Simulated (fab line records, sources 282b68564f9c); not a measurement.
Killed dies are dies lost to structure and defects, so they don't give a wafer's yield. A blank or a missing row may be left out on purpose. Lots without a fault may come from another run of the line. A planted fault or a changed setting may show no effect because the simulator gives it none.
A struck lot beside a sound one | flow rit_cmos | 27 steps out of a route of 202
Sound: wafers L148.4, L148.5, L148.6. Struck: wafers L161.1, L161.3, L161.6. The cause comes at the end.
At each step with rows: each side's tool, then ch and its chambers, then its first start. Under that, the readings that differ: sound wafers | struck wafers | difference of the means | sigmas: that difference in standard deviations of wafers without a fault.
alike: readings whose means differ by less than 2 such deviations, and words and numbers that are the same on both sides. not compared: withheld readings, readings that some wafer has no value for, bounds like >300 that may hide the same value, and numbers for which the record gives no deviation and whose values overlap.
The two part at a step that has a row with sigmas, a row that says differs or no value, or rows on one side only. Numbers that don't overlap but have no deviation are shown without sigmas and don't part them. A reading that every wafer of one side lacks parts them only if that side has two wafers or more.

RIT_SDANNEAL_RTA_03: time 5 s.
  sound on rtp_anneal-01 ch 0, day 3 16:26; struck on rtp_anneal-02 ch 0, day 6 09:49
  alike: wafer_temp_C_max
RIT_SDANNEAL_RS_MEAS_04: measures by four-point-probe.
  sound on film_metro-03, day 3 16:32; struck on film_metro-02, day 6 09:52
  alike: PSD_RS
RIT_SDANNEAL_RS_MEAS_05: measures by four-point-probe.
  sound on film_metro-03, day 3 16:39; struck on film_metro-02, day 6 09:59
  reading         | sound             | struck            | difference | sigmas
  NSD_RS (ohm/sq) | 84.68 84.36 84.44 | 84.82 85.13 85.18 | +0.55      | +2
RIT_SDANNEAL_RS_MEAS_06: measures by four-point-probe.
  sound on film_metro-03, day 3 16:46; struck on film_metro-02, day 6 10:07
  alike: PLDD_RS
RIT_SDANNEAL_RS_MEAS_07: measures by four-point-probe.
  sound on film_metro-03, day 3 16:53; struck on film_metro-02, day 6 10:14
  alike: NLDD_RS
then, 1 step without rows for these wafers: RIT_SILICIDE_WET_ETCH_00 (etches SiO2 in BOE, target depth 14 nm, time 15 s).
RIT_SILICIDE_SPUTTER_01: material Ti, target thk 30 nm, time 240 s.
  sound on pvd_sputter-04, day 3 16:58; struck on pvd_sputter-04, day 6 10:22
  alike: throttle_valve_pct
RIT_SILICIDE_RS_MEAS_02: measures by four-point-probe.
  sound on film_metro-04, day 3 17:10; struck on film_metro-04, day 6 10:31
  alike: SILICIDE_TI_RS
RIT_SILICIDE_THK_MEAS_03: measures by xrf.
  sound on film_metro-04, day 3 17:16; struck on film_metro-04, day 6 10:38
  alike: SILICIDE_TI_THK
RIT_SILICIDE_RTA_04: time 10 s, ramp up 5 s, ramp down 5 s.
  sound on rtp_anneal-02 ch 0, day 3 17:20; struck on rtp_anneal-01 ch 0, day 6 10:42
  alike: wafer_temp_C_max
then, 1 step without rows for these wafers: RIT_SILICIDE_WET_ETCH_05 (etches Ti in SPM, time 120 s).
RIT_SILICIDE_RTA_06: time 10 s, ramp up 5 s, ramp down 10 s.
  sound on rtp_anneal-01 ch 0, day 3 17:32; struck on rtp_anneal-02 ch 0, day 6 10:49
  alike: wafer_temp_C_max
RIT_CONTACT_CVD_00: deposits SiO2 from TEOS, target thk 400 nm, time 61 s.
  sound on pecvd-03 ch 0,1,2, day 3 17:35; struck on pecvd-04 ch 0,1,2, day 6 10:52
  no value came back on the struck wafers for heater_power_w (W), rf_fwd_power_W (W), susceptor_temp_C (C); on the sound wafers heater_power_w (W) reads 319 309 292
then, 6 steps without rows for these wafers: RIT_CONTACT_HMDS_02 (prime time 60 s); RIT_CONTACT_COAT_03 (resist thk 1000 nm); RIT_CONTACT_SOFTBAKE_04 (time 60 s); RIT_CONTACT_EXPOSE_05 (exposes mask M11, target cd 1000 nm); RIT_CONTACT_PEB_06; RIT_CONTACT_DEVELOP_07 (develop time 120 s).
RIT_CONTACT_CD_MEAS_08: target cd 1000 nm.
  sound on cd_sem-02, day 3 18:49; struck on cd_sem-02, day 6 12:08
  alike: cd_nm
RIT_CONTACT_OVL_MEAS_09:
  sound on overlay-02, day 3 18:54; struck on overlay-01, day 6 12:15
  alike: CONTACT_OVL
then, 1 step without rows for these wafers: RIT_CONTACT_HARDBAKE_10 (time 60 s).
RIT_CONTACT_ETCH_11: etches SiO2 in CHF3/CF4/Ar, stops on TiSi2, target depth 480 nm, time 320 s.
  sound on rie_diel-02 ch 1,2,3, day 3 19:04; struck on rie_diel-02 ch 0,1, day 6 12:26
  reading                             | sound             | struck            | difference | sigmas
  oes_product_au (a.u.)               | 0.980 0.997 0.973 | 0.922 0.930 0.925 | -0.058     | -4
  model.etch.depth_nm (nm)            | 402.7 402.4 398.4 | 0 0 0             | -401       |
  model.CONTACT.feature_depth_nm (nm) | 402.7 402.4 398.4 | 1e-09 1e-09 1e-09 | -4e+02     |
  alike: drypump_motor_current_A, rf_fwd_power_W, throttle_valve_pct
  not compared: rf_hours_counter_h
RIT_CONTACT_STRIP_12: strips in O2, time 180 s.
  sound on plasma_asher-02 ch 0,1, day 3 19:19; struck on plasma_asher-04 ch 1, day 6 12:38
  alike: drypump_motor_current_A
  not compared: rf_hours_counter_h
RIT_CONTACT_CD_MEAS_90: target cd 1000 nm.
  sound on cd_sem-01, day 3 19:30; struck on cd_sem-01, day 6 12:49
  reading    | sound                | struck | difference                    | sigmas
  cd_nm (nm) | 1001.5 1000.5 1002.7 | - - -  | no value on the struck wafers |
then, 1 step without rows for these wafers: RIT_CONTACT_CLEAN_13 (cleans in SC1, time 600 s).
RIT_M1_PROBE_99:
  sound on prober-02, day 4 00:14; struck on prober-01, day 6 18:22
  reading             | sound    | struck      | difference | sigmas
  killed_at_M0_to_M3  | 0 0 0    | 0 0 1       | +0         | +2
  killed_at_contacts  | 0 1 0    | 263 260 263 | +262       | +99 or more
  killed_at_front_end | 14 10 13 | 1 4 0       | -11        | -4
  killed_dies         | 14 11 13 | 264 264 264 | +251       | +84
  killed_on_rim       | 4 3 4    | 70 70 70    | +66        | +51
  killed_open         | 5 6 11   | 1 1 0       | -7         | -3
  killed_short        | 9 5 2    | 0 3 0       | -4         | -3

WHERE THEY PART
First at RIT_SDANNEAL_RS_MEAS_05; last, within this record, at RIT_M1_PROBE_99.

WHY: what the simulator had put in
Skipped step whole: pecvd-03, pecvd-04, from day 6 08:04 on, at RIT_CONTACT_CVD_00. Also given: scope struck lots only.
